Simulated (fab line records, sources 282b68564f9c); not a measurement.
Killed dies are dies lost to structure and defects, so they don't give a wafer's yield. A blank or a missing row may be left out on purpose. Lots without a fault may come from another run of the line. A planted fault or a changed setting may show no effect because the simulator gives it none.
A struck lot beside a sound one | flow rit_cmos | 26 steps out of a route of 202
Sound: wafers L167.1, L167.2, L167.4. Struck: wafers L171.1, L171.3, L171.4. The cause comes at the end.
At each step with rows: each side's tool, then ch and its chambers, then its first start. Under that, the readings that differ: sound wafers | struck wafers | difference of the means | sigmas: that difference in standard deviations of wafers without a fault.
alike: readings whose means differ by less than 2 such deviations, and words and numbers that are the same on both sides. not compared: withheld readings, readings that some wafer has no value for, bounds like >300 that may hide the same value, and numbers for which the record gives no deviation and whose values overlap.
The two part at a step that has a row with sigmas, a row that says differs or no value, or rows on one side only. Numbers that don't overlap but have no deviation are shown without sigmas and don't part them. A reading that every wafer of one side lacks parts them only if that side has two wafers or more.

first, 1 step without rows for these wafers: RIT_WELLDRIVE_ANNEAL_00 (time 14700 s).
RIT_WELLDRIVE_RS_MEAS_01: measures by four-point-probe.
  sound on film_metro-04, day 2 13:53; struck on film_metro-04, day 3 12:06
  alike: NWELL_RS
RIT_WELLDRIVE_RS_MEAS_02: measures by four-point-probe.
  sound on film_metro-04, day 2 14:01; struck on film_metro-04, day 3 12:13
  alike: PWELL_RS
then, 6 steps without rows for these wafers: RIT_NRETRO_HMDS_00 (prime time 60 s); RIT_NRETRO_COAT_01 (resist thk 1300 nm); RIT_NRETRO_SOFTBAKE_02 (time 60 s); RIT_NRETRO_EXPOSE_03 (exposes mask M4, target cd 43900 nm); RIT_NRETRO_PEB_04; RIT_NRETRO_DEVELOP_05 (develop time 68 s).
RIT_NRETRO_OVL_MEAS_06:
  sound on overlay-02, day 2 15:08; struck on overlay-02, day 3 13:22
  alike: NRETRO_OVL
then, 2 steps without rows for these wafers: RIT_NRETRO_HARDBAKE_07 (time 120 s); RIT_NRETRO_IMPLANT_08.
RIT_NRETRO_STRIP_09: strips in O2, time 180 s.
  sound on plasma_asher-03 ch 0,1, day 2 15:34; struck on plasma_asher-04 ch 0,1, day 3 13:49
  no value came back on the struck wafers for chamber_pressure_mTorr (mTorr), drypump_motor_current_A (A), rf_refl_power_W (W); on the sound wafers chamber_pressure_mTorr (mTorr) reads 4003 3998 3999
  reading                                     | sound | struck         | difference | sigmas
  model.NOVOLAK_of_NRETRO_COAT_01.thk_nm (nm) | 0 0 0 | 1139 1138 1136 | +1138      |
  not compared: rf_hours_counter_h
RIT_NRETRO_TW_MEAS_10:
  sound on film_metro-02, day 2 15:44; struck on film_metro-02, day 3 13:59
  alike: NRETRO_TW
then, 6 steps without rows for these wafers: RIT_PRETRO_HMDS_00 (prime time 60 s); RIT_PRETRO_COAT_01 (resist thk 1300 nm); RIT_PRETRO_SOFTBAKE_02 (time 60 s); RIT_PRETRO_EXPOSE_03 (exposes mask M5, target cd 43700 nm); RIT_PRETRO_PEB_04; RIT_PRETRO_DEVELOP_05 (develop time 68 s).
RIT_PRETRO_OVL_MEAS_06:
  sound on overlay-01, day 2 16:41; struck on overlay-02, day 3 15:03
  alike: PRETRO_OVL
then, 2 steps without rows for these wafers: RIT_PRETRO_HARDBAKE_07 (time 120 s); RIT_PRETRO_IMPLANT_08.
RIT_PRETRO_STRIP_09: strips in O2, time 180 s.
  sound on plasma_asher-03 ch 0,1, day 2 17:07; struck on plasma_asher-03 ch 0,1, day 3 15:29
  alike: chamber_pressure_mTorr, drypump_motor_current_A, rf_refl_power_W
  not compared: rf_hours_counter_h
RIT_PRETRO_TW_MEAS_10:
  sound on film_metro-04, day 2 17:17; struck on film_metro-04, day 3 15:40
  reading   | sound       | struck   | difference | sigmas
  PRETRO_TW | 482 483 480 | 30 30 30 | -452       | -99 or more
then, 1 step without rows for these wafers: RIT_GATE_WET_ETCH_00 (etches SiO2 in BOE, target depth 56 nm, time 60 s).

WHERE THEY PART
First at RIT_NRETRO_STRIP_09; last, within this record, at RIT_PRETRO_TW_MEAS_10.

WHY: what the simulator had put in
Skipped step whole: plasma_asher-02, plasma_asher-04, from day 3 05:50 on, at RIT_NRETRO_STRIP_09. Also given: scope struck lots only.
